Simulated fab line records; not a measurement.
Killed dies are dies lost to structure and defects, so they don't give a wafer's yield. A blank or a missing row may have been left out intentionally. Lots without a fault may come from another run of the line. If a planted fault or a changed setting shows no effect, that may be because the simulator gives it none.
Which of the tools did it? ; flow ritCmos ; at 1 step of a route of 202, 16 lots with 48 wafers sampled

WHAT THE GAUGES SHOWED, per wafer
The record holds no reading of a measuring or inspecting step that can be judged against a usual standard deviation.

WHICH TOOL RAN EACH LOT (tool, then ch and the chambers of the sampled wafers, then the start)
lot;RIT_SILICIDE_RTA_04
L484;rtpAnneal-02 ch 0, day 4 02:45
L485;rtpAnneal-01 ch 0, day 4 15:38
L486;rtpAnneal-02 ch 0, day 4 19:25
L488;rtpAnneal-01 ch 0, day 5 04:07
L489;rtpAnneal-01 ch 0, day 5 04:29
L490;rtpAnneal-01 ch 0, day 5 22:58
L491;rtpAnneal-01 ch 0, day 5 23:07
L492;rtpAnneal-02 ch 0, day 6 07:27
L494;rtpAnneal-02 ch 0, day 6 07:46
L496;rtpAnneal-02 ch 0, day 6 12:54
L495;rtpAnneal-02 ch 0, day 6 13:07
L497;rtpAnneal-02 ch 0, day 6 16:16
L498;rtpAnneal-02 ch 0, day 6 17:01
L500;rtpAnneal-02 ch 0, day 7 01:35
L499;rtpAnneal-02 ch 0, day 7 01:55
L502;rtpAnneal-01 ch 0, day 7 05:51
- RIT_SILICIDE_RTA_04: time 10 s, ramp up 5 s, ramp down 5 s.

WHAT THE TOOLS THEMSELVES READ (means of the sampled wafers that have a number; where no wafer has one, the mark that the record gives instead)
RIT_SILICIDE_RTA_04. Usual: wafer_temp_C_max at 652.3, with a standard deviation of 0.59.
lot;tool;wafer_temp_C_max;flag
L484;rtpAnneal-02;651.8;
L485;rtpAnneal-01;651.6;
L486;rtpAnneal-02;652.4;
L488;rtpAnneal-01;651.5;
L489;rtpAnneal-01;651.7;
L490;rtpAnneal-01;651.3;
L491;rtpAnneal-01;652.1;
L492;rtpAnneal-02;652.6;
L494;rtpAnneal-02;652.2;
L496;rtpAnneal-02;652.4;
L495;rtpAnneal-02;652.8;
L497;rtpAnneal-02;722.4;OFF
L498;rtpAnneal-02;722.4;OFF
L500;rtpAnneal-02;722.4;OFF
L499;rtpAnneal-02;723.0;OFF
L502;rtpAnneal-01;652.4;

THE ANSWER, worked out from the rows above alone
Rule: lot off if the mean of its wafers having a number is beyond 3 standard deviations from the usual mean. Also off: a lot with no number at a reading for which 4 or more lots have one. The other lots that the step has rows for count as sound. After the gauges, taken in route order, come the tools' own readings; for these a lot's mean is taken, as printed above. At the first step where some lot is off, the reading lying furthest off is the one used; lots without a number count as furthest.
Off: L497, L498, L500, L499, at RIT_SILICIDE_RTA_04 (wafer_temp_C_max).
A tool fits if, at that step or a process step before it, it ran every lot that is off, and no sound lot after the first of them. One fits: RIT_SILICIDE_RTA_04 on rtpAnneal-02. A fault onset in the window from L495 (day 6 13:07, its last sound lot) to L497 (day 6 16:16, its first lot off) fits.
The tool's own readings at RIT_SILICIDE_RTA_04 bear it out: on the lots that are off they differ by more than 5 times the standard deviation of the sound lots' means. wafer_temp_C_max reads 722.5 there against 652.1 on the sound lots.

WHAT THE SIMULATOR PUT IN
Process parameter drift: rtpAnneal-02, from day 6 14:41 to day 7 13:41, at RIT_SILICIDE_RTA_04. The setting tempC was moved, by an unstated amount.
Shown lots that were struck: L497, L498, L500, L499. Same finding as the rule above.
